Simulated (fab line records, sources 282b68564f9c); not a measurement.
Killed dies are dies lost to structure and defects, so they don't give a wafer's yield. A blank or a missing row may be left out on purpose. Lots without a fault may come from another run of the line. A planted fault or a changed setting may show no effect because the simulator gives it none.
fab line records | flow rit_cmos
record lots=13 wafers=39 last_day=7
route steps=202 shown ACTIVE@9 M1@202
lots that met no fault: from a run of the same line without faults
start_h: hours from the record's first day to the start of the lot's first wafer shown | wait_h: hours since the lot's step before | " the same as in the row above | L1.1+2: a row that stands for several wafers | - no value, or no start given | * or withheld: withheld | < > ~ a bound
route shown NAME@n: a module of which the file shows steps, and the number in the route of the first | usual: mean/standard deviation of fault-free wafers | same: alike in all rows | chamber/n: place in a boat | sites: the reading at each site | _std_site: their standard deviation | _edge_site: outer sites' mean less inner sites' | radius_mm: how far each site lies from the wafer's centre | mask NAME#n: copy n | behind: the tool/chamber that last shaped the wafer | hold: why the lot was held/for how many hours/how that ended | device: the transistor (n, p or np) that didn't switch | end of line: the same wafers' tests at the end of the route | a step without rows: its recipe alone | killed: dies lost to structure and defects at the first sort, not the wafer's yield | map: a wafer's dies, x killed, . not, _ none there
set.NAME: the setting as run; set.NAME@STEP: as run at that earlier step | model.NAME: the simulator's own value behind a step, which no gauge read
steps of the route over a sample of lots; a table a step, a row a wafer
services: from which hour (start_h, from the record's first day; less than 0 if before it) a tool's chamber was out of use, for how many hours, and why
## steps
# step RIT_ACTIVE_EXPOSE_08
# recipe mask_id=M1 na=0.6 source_shape=conventional sigma_outer=0.6 target_cd_nm=1400 dose_mj=225
# columns lot.wafer tool chamber start_h wait_h mask
L192.1+2+5 iline_stepper-01 0 14.15 0.1 M1#0
L193.1+3+4 iline_stepper-01 0 19.04 0.1 M1#0
L195.4+5+6 iline_stepper-01 0 29.22 0.2 M1#0
L196.3+4+5 iline_stepper-02 0 34.20 0.2 M1#0
L198.2+5+6 iline_stepper-02 0 44.06 0.1 M1#0
L199.3+4+5 iline_stepper-01 0 49.26 0.2 M1#0
L200.1+2+5 iline_stepper-02 0 54.16 0.2 M1#0
L201.3+5+6 iline_stepper-01 0 61.00 0.2 M1#0
L202.1+2+5 iline_stepper-01 0 64.04 0.1 M1#0
L203.2+3+4 iline_stepper-02 0 69.65 0.2 M1#0
L205.2+3+5 iline_stepper-02 0 79.06 0.1 M1#0
L206.1+3+4 iline_stepper-01 0 84.17 0.2 M1_R1#0
L212.1+2+4 iline_stepper-01 0 114.04 0.1 M1#0
# step RIT_ACTIVE_CD_MEAS_11
# recipe target_cd_nm=1400
# usual cd_nm=1401.1/1.9
# columns lot.wafer tool chamber start_h wait_h cd_nm
L192.1 cd_sem-01 - 14.68 - 1400.0
L192.2 " - " " 1397.9
L192.5 " - " " 1399.9
L193.1 cd_sem-02 - 19.44 - 1399.7
L193.3 " - " " 1401.6
L193.4 " - " " 1401.9
L195.4 cd_sem-02 - 29.62 - 1401.2
L195.5 " - " " 1401.5
L195.6 " - " " 1400.7
L196.3 cd_sem-02 - 34.66 - 1399.9
L196.4 " - " " 1399.3
L196.5 " - " " 1398.8
L198.2 cd_sem-02 - 44.46 - 1399.3
L198.5 " - " " 1400.4
L198.6 " - " " 1399.9
L199.3 cd_sem-02 - 49.66 - 1401.6
L199.4 " - " " 1403.6
L199.5 " - " " 1402.8
L200.1 cd_sem-01 - 54.56 - 1398.4
L200.2 " - " " 1398.8
L200.5 " - " " 1398.2
L201.3 cd_sem-02 - 61.53 - 1401.8
L201.5 " - " " 1402.4
L201.6 " - " " 1399.3
L202.1 cd_sem-02 - 64.44 - 1403.6
L202.2 " - " " 1402.1
L202.5 " - " " 1404.0
L203.2 cd_sem-02 - 70.05 - 1396.5
L203.3 " - " " 1398.9
L203.4 " - " " 1399.6
L205.2 cd_sem-02 - 79.46 - 1400.5
L205.3 " - " " 1398.8
L205.5 " - " " 1400.0
L206.1 cd_sem-01 - 84.56 - 1282.8
L206.3 " - " " 1282.2
L206.4 " - " " 1282.9
L212.1 cd_sem-01 - 114.44 - 1401.4
L212.2 " - " " 1402.9
L212.4 " - " " 1402.8
# step RIT_M1_PROBE_99
# usual killed_at_M0_to_M3=0.0/0.083 killed_at_contacts=0.0/0.2 killed_at_front_end=7/3.1 killed_dies=7/3.1 killed_open=3.5/1.9 killed_short=3.6/2.1
# same gross_dies=264 killed_at_M4_up=0 killed_at_back_side=0 killed_at_other=0
# columns lot.wafer tool chamber start_h wait_h killed_at_M0_to_M3 killed_at_contacts killed_at_front_end killed_dies killed_open killed_short
L200.1 prober-02 - 98.19 0.1 0 0 11 11 4 7
L200.2 prober-02 - 98.24 0.1 0 0 6 6 2 4
L200.5 prober-02 - 98.39 0.2 0 0 10 10 4 6
L206.4 prober-02 - 127.11 0.2 0 0 6 6 3 2
# killed by level:class
L200.1 GATE:geometric_particle:short=3 GATE:geometric_particle:open=2 SPACER:geometric_particle:short=2 FOX1:geometric_particle:short=1 REOX:geometric_particle:short=1 REOX:geometric_particle:open=1 SPACER:geometric_particle:open=1
L200.2 GATE:geometric_particle:short=3 FOX1:geometric_particle:short=1 FOX2:geometric_particle:open=1 REOX:geometric_particle:open=1
L200.5 GATE:geometric_particle:open=2 GATE:geometric_particle:short=2 SPACER:geometric_particle:short=2 SILICIDE:geometric_particle:open=2 ACTIVE:geometric_particle:short=1 SILICIDE:geometric_particle:short=1
L206.4 GATE:geometric_particle:open=3 FOX2:geometric_particle:short=1 GATE:geometric_particle:short=1 ACTIVE:area_expose=1
## services
# columns tool chamber start_h hours kind
iline_stepper-02 - 14.64 4.4 pm
iline_stepper-01 - 19.16 4.4 pm
iline_stepper-02 - 34.93 1.7 pm
iline_stepper-01 0 101.34 - calibration
## key
first_sign step=RIT_ACTIVE_EXPOSE_08 reading=mask direction=changed
effect step=RIT_ACTIVE_CD_MEAS_11 reading=cd_nm direction=down sigmas=64 usual=1401.1 struck=1282.6
met_at RIT_ACTIVE_EXPOSE_08
struck_lots L206
tester_left_out L206
onset_between 64.04 84.17
fault kind=wrong_mask tool=any chamber=- onset_h=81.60 steps=RIT_ACTIVE_EXPOSE_08 aux_copy=M1_R1#0 cd_offset_nm=-120 scope=struck_lots_only
# tester_left_out: of these lots the tester's yield and bins aren't shown, on N5 and GAA mostly nor the transistor test; their killed dies are dies lost to structure and defects alone, not to doping, threshold or leakage, so they don't give the yield
